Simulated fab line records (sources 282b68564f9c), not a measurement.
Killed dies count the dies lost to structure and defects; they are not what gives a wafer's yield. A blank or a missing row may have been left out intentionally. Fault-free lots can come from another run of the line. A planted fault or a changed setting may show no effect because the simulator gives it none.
Check for tools in common    flow ritCmos    Lots sampled 16, wafers sampled 48

## WHAT PROMPTED THE OPENING
RIT_PSD_OVL_MEAS_06, reading PSD_OVL: flagged on 4 of 16 lots. No-fault wafers: -0.9 nm, standard deviation 1.4.
Rule: a lot gets a flag if all its wafers with a number sit over 4 standard deviations from that mean, or if no wafer of it has a number. As for the other lots, they are considered sound.

lot   measured     on          PSD_OVL (nm), wafer by wafer  flag
L387  day 4 01:43  overlay-01  -4.5 -0.4 -1.0                
L388  day 4 19:43  overlay-02  -0.2 -1.4 -1.3                
L389  day 4 19:50  overlay-02  -1.9 0.1 -1.3                 
L390  day 5 02:55  overlay-02  -3.5 -2.1 -1.3                
L392  day 5 03:13  overlay-02  -1.1 1.5 0.1                  
L394  day 5 16:46  overlay-02  1.1 1.3 1.1                   
L395  day 5 17:13  overlay-02  -0.1 -0.1 -0.5                
L396  day 6 06:55  overlay-01  0.7 0.7 -0.3                  
L397  day 6 07:56  overlay-02  -1.6 -1.5 -0.5                
L401  day 6 21:49  overlay-01  3106.2 3107.6 3106.5          FLAGGED
L402  day 7 02:05  overlay-01  3107.5 3108.2 3109.7          FLAGGED
L403  day 7 02:42  overlay-01  3108.9 3106.7 3108.7          FLAGGED
L404  day 7 06:14  overlay-02  3104.9 3105.5 3105.7          FLAGGED
L405  day 7 10:36  overlay-01  -2.7 -2.0 -1.4                
L408  day 7 22:28  overlay-02  -1.8 -2.4 -3.0                
L409  day 8 01:00  overlay-02  -2.1 -1.4 -1.5                
Flagged lots average 3107.2 nm: +3108.1 nm relative to the usual, that is +99 or more standard deviations.

## WHICH TOOL EACH LOT WENT THROUGH
The record holds 1 process step before the reading, out of a route of 202 steps. Each cell gives the tool, then ch followed by the chambers the sampled wafers passed through, then the start.
lot   flag     RIT_PSD_EXPOSE_03
L387           ilineStepper-01 ch 0, day 4 01:20
L388           ilineStepper-02 ch 0, day 4 19:22
L389           ilineStepper-02 ch 0, day 4 19:28
L390           ilineStepper-02 ch 0, day 5 02:17
L392           ilineStepper-02 ch 0, day 5 02:25
L394           ilineStepper-01 ch 0, day 5 15:58
L395           ilineStepper-01 ch 0, day 5 16:39
L396           ilineStepper-01 ch 0, day 6 06:31
L397           ilineStepper-01 ch 0, day 6 07:32
L401  FLAGGED  ilineStepper-02 ch 0, day 6 21:26
L402  FLAGGED  ilineStepper-02 ch 0, day 7 01:41
L403  FLAGGED  ilineStepper-02 ch 0, day 7 02:07
L404  FLAGGED  ilineStepper-02 ch 0, day 7 05:52
L405           ilineStepper-01 ch 0, day 7 10:13
L408           ilineStepper-01 ch 0, day 7 22:05
L409           ilineStepper-01 ch 0, day 8 00:36
What is done by these steps:
- RIT_PSD_EXPOSE_03: exposes mask M10, target cd 40900 nm.
- RIT_PSD_OVL_MEAS_06

## FLAGGED AGAINST TOTAL, ONE TOOL AT A TIME (gauges that did the reading follow at the end)
step                 tool             lots run  flagged  share of the flagged lots  sound lots run after its first flagged lot
RIT_PSD_EXPOSE_03    ilineStepper-01  8         0        none                       -
RIT_PSD_EXPOSE_03    ilineStepper-02  8         4        all                        0
RIT_PSD_OVL_MEAS_06  overlay-01       6         3        some                       1 (L405)
RIT_PSD_OVL_MEAS_06  overlay-02       10        1        some                       2 (L408,L409)

## WHAT THE TABLE ALLOWS
All flagged lots share 1 row of the table, namely ilineStepper-02 at RIT_PSD_EXPOSE_03.
- ilineStepper-02 at RIT_PSD_EXPOSE_03: 4 of its 8 lots flagged. Its last sound lot is L392 (day 5 02:25), its first flagged lot L401 (day 6 21:26): a fault that began between those two fits.
Left over: one tool, ilineStepper-02 at RIT_PSD_EXPOSE_03.

## WHAT THE SIMULATOR HAD INSERTED
Scanner matching overlay: ilineStepper-02, from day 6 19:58 on, at RIT_PSD_EXPOSE_03. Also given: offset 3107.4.
Shown lots that were struck: L401, L402, L403, L404. Same finding as the rule above.
